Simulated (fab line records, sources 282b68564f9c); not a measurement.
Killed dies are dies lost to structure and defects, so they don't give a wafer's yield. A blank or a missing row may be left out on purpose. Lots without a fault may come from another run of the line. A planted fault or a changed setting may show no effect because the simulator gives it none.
Problem report in the 8D (eight disciplines) form, filled by code | flow rit_cmos | the parts of the form that need people (team, actions taken, sign-off) are left out

1. THE PROBLEM
spin_speed_rpm at RIT_PWELL_COAT_01 reads a mean of 1957.4 rpm on 9 wafers of 3 lots; wafers without a fault read 2000.1 rpm with a standard deviation of 1.4. That is -31 standard deviations from the usual mean.
The step: resist thk 1300 nm.
First seen on wafer L501.1, day 4 22:37, on litho_track-01. The record holds 45 wafers of 15 lots with a number at this step. Rule for "out", or "out of limits": more than 4 standard deviations from the usual mean. The other wafers with a number count as sound.

2. WHAT IT IS AND WHAT IT IS NOT
question                    | is                     | is not
which readings at this step | spin_speed_rpm         | chill_plate_temp_C, resist_line_temp_C
which lots                  | L501, L503, L504       | L488, L489, L490, L493, L494, L495, L496, L497, L498, L499, L500, L509
which wafers of those lots  | all that have a number | -
read on which tools         | litho_track-01         | litho_track-02, litho_track-04
when                        | from day 4 22:37       | up to then (33 sound wafers); but 3 sound wafers of L509 came after

3. SUSPECTS, AND WHAT RULES EACH OUT
Counting: a tool at a process step up to the reading stays a suspect if it ran every lot that is out and no sound lot after the first of them.
- litho_track-01 at RIT_PWELL_COAT_01 (resist thk 1300 nm): kept. It ran every lot that is out, first L501 (day 4 22:37), and no sound lot after that; its last sound lot up to then is L500 (day 4 14:04). Its own readings are out on those wafers: spin_speed_rpm.
Left after counting: litho_track-01 at RIT_PWELL_COAT_01.

4. THE CAUSE (what the simulator had put in)
Process parameter drift: litho_track-01, from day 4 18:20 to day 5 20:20, at RIT_PWELL_COAT_01. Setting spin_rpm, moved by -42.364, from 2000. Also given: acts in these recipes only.
Counting left only this tool.

5. THE CHAIN OF EFFECTS, in route order
Each row: a reading whose mean over the struck wafers that have a number lies more than 3 standard deviations from the usual. Only readings for which the record gives a usual standard deviation are gone through. hours: the time from each lot's start at the first step in this table that gives one to its start at this step, as a median over the lots. sigmas: the change in usual standard deviations.
hours | step              | reading        | usual      | on struck wafers | change | sigmas
0     | RIT_PWELL_COAT_01 | spin_speed_rpm | 2000.1 rpm | 1957.4           | -42.7  | -31
The process steps in it:
- RIT_PWELL_COAT_01: resist thk 1300 nm.
Later measuring or inspecting steps at which every struck wafer that the step has a row for has a number for every such reading, and none has moved that far: RIT_NRETRO_TW_MEAS_10, RIT_PSD_TW_MEAS_10.

6. WHAT WOULD HAVE CAUGHT IT SOONER
In this record the first reading out of limits was taken at day 4 22:37, 4 hours after the fault began at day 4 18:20.
